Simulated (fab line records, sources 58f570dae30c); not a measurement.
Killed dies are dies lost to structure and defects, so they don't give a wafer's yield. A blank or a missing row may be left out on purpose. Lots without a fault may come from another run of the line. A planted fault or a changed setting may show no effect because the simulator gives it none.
A struck lot beside a sound one | flow berkeley_cmos170 | 14 steps out of a route of 331
Sound: wafers L251.1, L251.3, L251.4. Struck: wafers L245.1, L245.2, L245.3. The cause comes at the end.
At each step with rows: each side's tool, then ch and its chambers, then its first start. Under that, the readings that differ: sound wafers | struck wafers | difference of the means | sigmas: that difference in standard deviations of wafers without a fault.
alike: readings whose means differ by less than 2 such deviations, and words and numbers that are the same on both sides. not compared: withheld readings, readings that some wafer has no value for, bounds like >300 that may hide the same value, and numbers for which the record gives no deviation and whose values overlap.
The two part at a step that has a row with sigmas, a row that says differs or no value, or rows on one side only. Numbers that don't overlap but have no deviation are shown without sigmas and don't part them. A reading that every wafer of one side lacks parts them only if that side has two wafers or more.

first, 2 steps without rows for these wafers: UCB170_ACTIVE_PEB_11; UCB170_ACTIVE_DEVELOP_12 (develop time 45 s).
UCB170_ACTIVE_CD_MEAS_13: target cd 1200 nm.
  sound on cd_sem-02, day 7 08:29; struck on cd_sem-02, day 5 21:38
  reading    | sound                | struck               | difference | sigmas
  cd_nm (nm) | 1198.0 1197.0 1198.2 | 1201.2 1201.7 1201.9 | +3.9       | +2
UCB170_ACTIVE_OVL_MEAS_14:
  sound on overlay-01, day 7 08:37; struck on overlay-02, day 5 21:46
  alike: ACTIVE_OVL
UCB170_ACTIVE_ETCH_15: etches Si3N4 in CH3F/Ar/O2, stops on SiO2, target depth 242 nm, time 151 s.
  sound on rie_diel-01 ch 0,2,3, day 7 08:38; struck on rie_diel-01 ch 0,1,2, day 5 21:48
  alike: drypump_motor_current_A, oes_product_au, throttle_valve_pct
  not compared: rf_hours_counter_h
UCB170_ACTIVE_STRIP_16: strips in O2.
  sound on plasma_asher-02 ch 0,1, day 7 08:44; struck on plasma_asher-04 ch 0,1, day 5 21:54
  alike: drypump_motor_current_A, oes_product_au, strip_time_to_endpoint_s
  not compared: rf_hours_counter_h
UCB170_ACTIVE_CD_MEAS_90: target cd 1200 nm.
  sound on cd_sem-01, day 7 08:50; struck on cd_sem-01, day 5 22:00
  reading    | sound                | struck               | difference | sigmas
  cd_nm (nm) | 1198.1 1197.4 1198.0 | 1201.5 1202.0 1202.6 | +4.2       | +2
then, 5 steps without rows for these wafers: UCB170_ACTIVE_CLEAN_17 (cleans in SPM, time 600 s); UCB170_PFIELD_HMDS_00 (prime time 60 s); UCB170_PFIELD_COAT_01 (resist thk 900 nm); UCB170_PFIELD_SOFTBAKE_02 (time 60 s); UCB170_PFIELD_EXPOSE_03 (exposes mask PFIELD, target cd 1500 nm).
UCB170_PFIELD_PEB_04:
  sound on litho_track-03 ch 0, day 7 10:09; struck on litho_track-02, day 6 00:06
  no value came back on the struck wafers for chill_plate_temp_C (C), exhaust_pa (Pa); on the sound wafers chill_plate_temp_C (C) reads 23.03 23.11 23.03
then, 1 step without rows for these wafers: UCB170_PFIELD_DEVELOP_05 (develop time 45 s).

WHERE THEY PART
First at UCB170_ACTIVE_CD_MEAS_13; last, within this record, at UCB170_PFIELD_PEB_04.

WHY: what the simulator had put in
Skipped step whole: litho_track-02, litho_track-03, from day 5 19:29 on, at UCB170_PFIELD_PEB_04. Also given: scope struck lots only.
